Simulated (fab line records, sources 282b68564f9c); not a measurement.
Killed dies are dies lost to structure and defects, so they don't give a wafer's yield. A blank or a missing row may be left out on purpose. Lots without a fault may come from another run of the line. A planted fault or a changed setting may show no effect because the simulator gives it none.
Split-lot experiment | flow rit_cmos | 5 lots, 23 wafers read, on a route of 202 steps

THE SPLIT
At RIT_NRETRO_COAT_01 (resist thk 1300 nm), the setting resist_thk_nm was moved away from the recipe's 1300 nm on 7 of the 23 wafers read, by -2.1% to +2.7%. The other wafers ran this setting at the recipe's value.

FROM THE SPLIT TO THE READING: what the file shows between them, 4 steps
- RIT_NRETRO_SOFTBAKE_02: time 60 s (also split here: time_s)
- RIT_NRETRO_EXPOSE_03: exposes mask M4, target cd 43900 nm
- RIT_NRETRO_PEB_04
- RIT_NRETRO_DEVELOP_05: develop time 68 s

THE READING
NOVOLAK_of_NRETRO_COAT_01.thk_nm (the simulator's own value, which no gauge read), in nm, at RIT_NRETRO_HARDBAKE_07 (time 120 s). The file gives no usual value for it. The 16 wafers here that ran the recipe average 1138 nm, standard deviation 2.9 nm.

wafer  | tool, chamber at the split | resist_thk_nm as run, nm | against the recipe | NOVOLAK_of_NRETRO_COAT_01.thk_nm, nm | against lot-mates on the recipe
L076.1 | litho_track-02, 0          | 1273                     | -2.1%              | 1115                                 | -25
L076.5 | litho_track-02, 0          | 1273                     | -2.1%              | 1115                                 | -25
L076.2 | litho_track-02, 0          | 1300                     | recipe             | 1136                                 | -
L076.4 | litho_track-02, 0          | 1300                     | recipe             | 1144                                 | -
L076.6 | litho_track-02, 0          | 1273                     | -2.1%              | 1116                                 | -24
L078.1 | litho_track-01, 0          | 1300                     | recipe             | 1144                                 | -
L078.2 | litho_track-01, 0          | 1335                     | +2.7%              | 1170                                 | +29
L078.3 | litho_track-01, 0          | 1300                     | recipe             | 1139                                 | -
L078.5 | litho_track-01, 0          | 1300                     | recipe             | 1141                                 | -
L078.6 | litho_track-01, 0          | 1335                     | +2.7%              | 1172                                 | +31
L079.1 | litho_track-03, 0          | 1300                     | recipe             | 1137                                 | -
L079.2 | litho_track-03, 0          | 1300                     | recipe             | 1136                                 | -
L079.6 | litho_track-03, 0          | 1300                     | recipe             | 1139                                 | -
L080.1 | litho_track-02, 0          | 1333                     | +2.5%              | 1166                                 | +31
L080.2 | litho_track-02, 0          | 1300                     | recipe             | 1134                                 | -
L080.4 | litho_track-02, 0          | 1300                     | recipe             | 1134                                 | -
L080.5 | litho_track-02, 0          | 1333                     | +2.5%              | 1165                                 | +30
L080.6 | litho_track-02, 0          | 1300                     | recipe             | 1136                                 | -
L082.1 | litho_track-03, 0          | 1300                     | recipe             | 1139                                 | -
L082.3 | litho_track-03, 0          | 1300                     | recipe             | 1139                                 | -
L082.2 | litho_track-03, 0          | 1300                     | recipe             | 1138                                 | -
L082.4 | litho_track-03, 0          | 1300                     | recipe             | 1138                                 | -
L082.6 | litho_track-03, 0          | 1300                     | recipe             | 1137                                 | -

THE FIT
A straight line over all 23 wafers: NOVOLAK_of_NRETRO_COAT_01.thk_nm changes by +11.3 nm for each +1% of resist_thk_nm; r = +0.99; the points scatter about the line by 2.7 nm.
The same after taking each lot's own level away (the mean of its wafers on the recipe; 23 wafers): +11.7 nm for each +1%; r = +0.99; scatter 1.8 nm.
On that fit, the largest move of resist_thk_nm shifts the reading by 31 nm.
The lots' own levels span 1134.7 to 1141.3 nm, that is 2.3 times the standard deviation above.
So the lot-to-lot level changes the slope little: the two slopes agree.
Check: with one of the wafers moved furthest among these (+2.7%) left out of the fit, the line predicts +32 nm for it against its lot-mates. It came out at +28.7 nm against them.

OTHER SPLITS ON THESE WAFERS
These wafers also went through other splits before the reading. Each is held against what the fit with the lots' levels taken away leaves over:
other split on the same wafers   | wafers away from the commonest value | r with NOVOLAK_of_NRETRO_COAT_01.thk_nm (lot level and that fit taken away)
RIT_ACTIVE_CVD_03 pressure_mtorr | 15                                   | -0.05
RIT_ACTIVE_DEVELOP_10 dev_temp_c | 6                                    | -0.16
RIT_FOX2_OXIDATION_00 ox_time_s  | 10                                   | -0.05
RIT_PWELL_COAT_01 spin_rpm       | 11                                   | +0.16
RIT_PWELL_IMPLANT_08 dose_cm2    | 7                                    | -0.02
RIT_NRETRO_SOFTBAKE_02 time_s    | 10                                   | +0.15

THE WHOLE CHAIN: every reading that the file lists as answering this split, in the file's order
step                   | what it does       | reading                                                                           | change (the file's fit)              | r (the file's)
RIT_NRETRO_COAT_01     | resist thk 1300 nm | NOVOLAK_of_NRETRO_COAT_01.thk_nm (the simulator's own value, which no gauge read) | +13.4 nm for each +1% of the setting | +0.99
RIT_NRETRO_HARDBAKE_07 | time 120 s         | NOVOLAK_of_NRETRO_COAT_01.thk_nm (the simulator's own value, which no gauge read) | +11.5 nm for each +1% of the setting | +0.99

THE FILE'S OWN FIT
NOVOLAK_of_NRETRO_COAT_01.thk_nm changes by +11.5 nm for each +1% of resist_thk_nm, r = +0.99.
